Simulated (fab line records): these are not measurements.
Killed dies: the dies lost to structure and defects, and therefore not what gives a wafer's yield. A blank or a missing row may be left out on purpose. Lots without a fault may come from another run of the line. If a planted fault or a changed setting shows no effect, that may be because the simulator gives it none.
Which of the tools did it? ; flow berkeleyCmos170 ; Sampling: 14 lots, 42 wafers, 6 of 331 route steps

WHAT EACH GAUGE READ, for each wafer
UCB170_ACTIVE_OVL_MEAS_14.
lot;measured;on;ACTIVE_OVL (nm)
L767;day 4 19:30;overlay-01;5 4 10
L768;day 4 19:37;overlay-01;2 0 -4
L770;day 4 19:49;overlay-01;8 6 3
L771;day 5 03:08;overlay-01;5 1 3
L772;day 5 09:15;overlay-01;2 2 4
L773;day 5 13:52;overlay-01;-2 -3 1
L774;day 5 23:17;overlay-01;-2 -2 1
L777;day 6 14:14;overlay-02;6 10 5
L776;day 6 14:32;overlay-02;2 6 -5
L778;day 6 19:47;overlay-01;-1 -1 -6
L781;day 7 02:50;overlay-02;10 -9 -1
L786;day 7 16:18;overlay-01;1 0 -4
L787;day 8 09:07;overlay-02;2 10 13
L790;day 9 04:31;overlay-01;10 -2 2

UCB170_GATE_THK_MEAS_05.
lot;measured;on;GATE_POLY_THK (nm)
L767;day 6 10:46;filmMetro-01;213.5 212.2 213.2
L768;day 6 05:43;filmMetro-04;214.5 215.0 213.1
L770;day 6 05:44;filmMetro-03;210.9 210.7 211.3
L771;day 6 21:58;filmMetro-03;213.0 212.3 213.4
L772;day 7 07:44;filmMetro-03;212.5 211.8 212.3
L773;day 7 07:46;filmMetro-04;213.6 214.4 215.2
L774;day 7 12:53;filmMetro-03;213.1 212.9 212.3
L777;day 8 02:58;filmMetro-01;192.5 191.5 193.1
L776;day 8 02:58;filmMetro-03;192.1 190.8 191.5
L778;day 8 18:34;filmMetro-04;215.0 214.2 214.1
L781;day 9 04:39;filmMetro-03;210.6 210.2 210.3
L786;day 9 12:20;filmMetro-03;210.1 213.3 211.3
L787;day 10 08:21;filmMetro-01;215.9 212.1 213.9
L790;day 10 23:06;filmMetro-04;214.5 214.7 214.6

UCB170_V1_THK_MEAS_01.
lot;measured;on;V1_TEOS_THK (nm)
L767;day 7 14:00;filmMetro-02;1948 1981 1979
L768;day 7 14:00;filmMetro-03;1904 1931 1975
L770;day 7 14:01;filmMetro-01;1947 1929 1967
L771;day 8 08:34;filmMetro-01;1973 1989 2034
L772;day 8 14:16;filmMetro-01;1916 1985 1997
L773;day 8 14:17;filmMetro-02;2002 1956 1971
L774;day 8 18:05;filmMetro-01;1929 1918 1952
L777;day 9 07:05;filmMetro-01;1939 1983 1993
L776;day 9 07:04;filmMetro-02;1931 1936 1973
L778;day 9 23:56;filmMetro-01;1911 1916 1916
L781;day 10 09:13;filmMetro-03;1958 1920 1961
L786;day 10 15:36;filmMetro-02;1950 1894 2005
L787;day 11 12:43;filmMetro-01;1949 1932 1957
L790;day 12 01:08;filmMetro-01;1936 1900 1989

EACH LOT AND THE TOOL THAT RAN IT (in order: tool; ch and the chambers of the sampled wafers; start)
lot;UCB170_GATE_CVD_04;UCB170_GATE_ETCH_15;UCB170_CONTACT_STRIP_06
L767;lpcvd-01 ch 1, day 6 09:22;rieSi-02 ch 1,2,3, day 6 12:00;plasmaAsher-01 ch 0,1, day 7 05:50
L768;lpcvd-01 ch 1, day 6 04:19;rieSi-01 ch 0,2,3, day 6 07:42;plasmaAsher-02 ch 0,1, day 7 05:47
L770;lpcvd-01 ch 0, day 6 04:19;rieSi-01 ch 0,1,2, day 6 07:09;plasmaAsher-02 ch 0,1, day 7 05:23
L771;lpcvd-02 ch 1, day 6 20:33;rieSi-01 ch 2,3, day 6 23:36;plasmaAsher-02 ch 0,1, day 7 19:41
L772;lpcvd-02 ch 1, day 7 06:20;rieSi-01 ch 0,1,2, day 7 10:16;plasmaAsher-03 ch 0,1, day 8 06:06
L773;lpcvd-02 ch 1, day 7 06:20;rieSi-02 ch 0,2,3, day 7 10:12;plasmaAsher-02 ch 0,1, day 8 05:40
L774;lpcvd-02 ch 0, day 7 11:29;rieSi-02 ch 0,2,3, day 7 14:16;plasmaAsher-01 ch 0,1, day 8 09:55
L777;lpcvd-02 ch 0, day 8 01:34;rieSi-01 ch 0,2,3, day 8 04:34;plasmaAsher-01 ch 0,1, day 8 21:58
L776;lpcvd-02 ch 1, day 8 01:34;rieSi-02 ch 0,2,3, day 8 04:17;plasmaAsher-01 ch 0,1, day 8 23:46
L778;lpcvd-01 ch 0, day 8 17:10;rieSi-02 ch 0,1,2, day 8 19:41;plasmaAsher-01 ch 0,1, day 9 14:54
L781;lpcvd-01 ch 0, day 9 03:15;rieSi-01 ch 0,2,3, day 9 06:32;plasmaAsher-03 ch 0,1, day 10 01:45
L786;lpcvd-01 ch 0, day 9 10:56;rieSi-02 ch 0,2,3, day 9 13:30;plasmaAsher-02 ch 0,1, day 10 05:25
L787;lpcvd-01 ch 0, day 10 06:57;rieSi-02 ch 0,1, day 10 10:06;plasmaAsher-02 ch 0,1, day 11 05:44
L790;lpcvd-01 ch 1, day 10 21:42;rieSi-02 ch 0,2,3, day 11 00:22;plasmaAsher-02 ch 0,1, day 11 18:08
- UCB170_GATE_CVD_04: deposits poly-Si from SiH4, time 1440 s, target thk 214 nm.
- UCB170_GATE_ETCH_15: etches poly-Si in HBr/Cl2, stops on SiO2, time 56.3 s, target depth 278.2 nm.
- UCB170_CONTACT_STRIP_06: strips in O2.

AS READ BY THE TOOLS THEMSELVES (means over the sampled wafers that have a number; for cases with no such wafer, the mark the record gives instead)
UCB170_GATE_CVD_04.
lot;tool;pressureMtorr (mTorr);sih4FlowSccm (sccm)
L767;lpcvd-01;375.5;120.0
L768;lpcvd-01;375.6;120.1
L770;lpcvd-01;375.3;119.6
L771;lpcvd-02;374.7;119.6
L772;lpcvd-02;375.1;119.8
L773;lpcvd-02;375.9;120.2
L774;lpcvd-02;375.2;119.5
L777;lpcvd-02;299.7;119.8
L776;lpcvd-02;300.2;120.2
L778;lpcvd-01;374.9;120.2
L781;lpcvd-01;373.6;120.6
L786;lpcvd-01;374.7;119.8
L787;lpcvd-01;374.8;119.9
L790;lpcvd-01;375.7;120.5

UCB170_GATE_ETCH_15.
lot;tool;drypumpMotorCurrentA (A);oesProductAu (a.u.);throttleValvePct (%)
L767;rieSi-02;6.2;0.829;26.66
L768;rieSi-01;5.3;0.829;26.54
L770;rieSi-01;5.8;0.824;26.57
L771;rieSi-01;5.6;0.828;26.50
L772;rieSi-01;5.8;0.828;26.56
L773;rieSi-02;6.4;0.833;26.46
L774;rieSi-02;6.5;0.831;26.45
L777;rieSi-01;5.4;0.776;26.54
L776;rieSi-02;6.4;0.772;26.45
L778;rieSi-02;6.3;0.835;26.52
L781;rieSi-01;5.4;0.823;26.54
L786;rieSi-02;6.4;0.829;26.46
L787;rieSi-02;6.1;0.840;26.45
L790;rieSi-02;6.4;0.834;26.44

UCB170_CONTACT_STRIP_06.
lot;tool;drypumpMotorCurrentA (A);oesProductAu (a.u.);stripTimeToEndpointS (s)
L767;plasmaAsher-01;5.8;0.735;21.98
L768;plasmaAsher-02;5.7;0.733;21.98
L770;plasmaAsher-02;5.7;0.735;21.98
L771;plasmaAsher-02;5.7;0.734;21.98
L772;plasmaAsher-03;5.4;0.735;21.95
L773;plasmaAsher-02;5.7;0.734;21.94
L774;plasmaAsher-01;6.0;0.732;21.91
L777;plasmaAsher-01;5.8;0.737;22.04
L776;plasmaAsher-01;6.0;0.732;21.97
L778;plasmaAsher-01;5.8;0.737;21.95
L781;plasmaAsher-03;5.1;0.736;21.90
L786;plasmaAsher-02;5.6;0.732;22.04
L787;plasmaAsher-02;5.6;0.737;21.96
L790;plasmaAsher-02;5.6;0.733;21.92

THE ANSWER, worked out from the rows above alone
Rule: the usual values come from the lots themselves. Put in order of their means at a reading, lots are off if they are a third of the lots or fewer, leave a main group of 4 or more, and stand apart from it by a gap of 3 or more times the standard deviation of the main group's means; of several such gaps the widest counts. Not used: any main group whose means are identical at the precision the tables above print for the reading. Also off: a lot with no number at a reading for which 4 or more lots have one. All remaining lots with rows at the step are treated as sound. After the gauges, taken in route order, come the tools' own readings; for these a lot's mean is taken, as printed above. The first step at which some lot is off is used, and at that step the reading that is off furthest; a lot without a number counts as furthest.
Off: L777, L776, seen at UCB170_GATE_THK_MEAS_05 (GATE_POLY_THK). Mean 212.9 nm and standard deviation 1.4 in the main group.
If a tool, at a process step before that reading, ran all the lots that are off and no sound lot after the first of them, it fits. Not tried: the gauges at UCB170_GATE_THK_MEAS_05; whatever is off there is also off at UCB170_GATE_CVD_04, on other tools, and gauge error can't account for it. One candidate fits, namely lpcvd-02 at UCB170_GATE_CVD_04. A fault onset in the window from L774 (day 7 11:29, its last sound lot) to L776 (day 8 01:34, its first lot off) fits.
On the lots that are off, the tool's own readings at UCB170_GATE_CVD_04 differ by more than 5 times the standard deviation of the sound lots' means, which bears it out; pressureMtorr reads 299.9 mTorr there versus 375.1 mTorr on the sound lots.

WHAT THE SIMULATOR HAD PUT IN
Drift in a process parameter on lpcvd-02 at UCB170_GATE_CVD_04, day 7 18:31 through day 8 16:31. Setting pressureMtorr shifted by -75 from 375. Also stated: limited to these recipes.
Shown lots that were struck: L777, L776. The rule above reached the same finding.
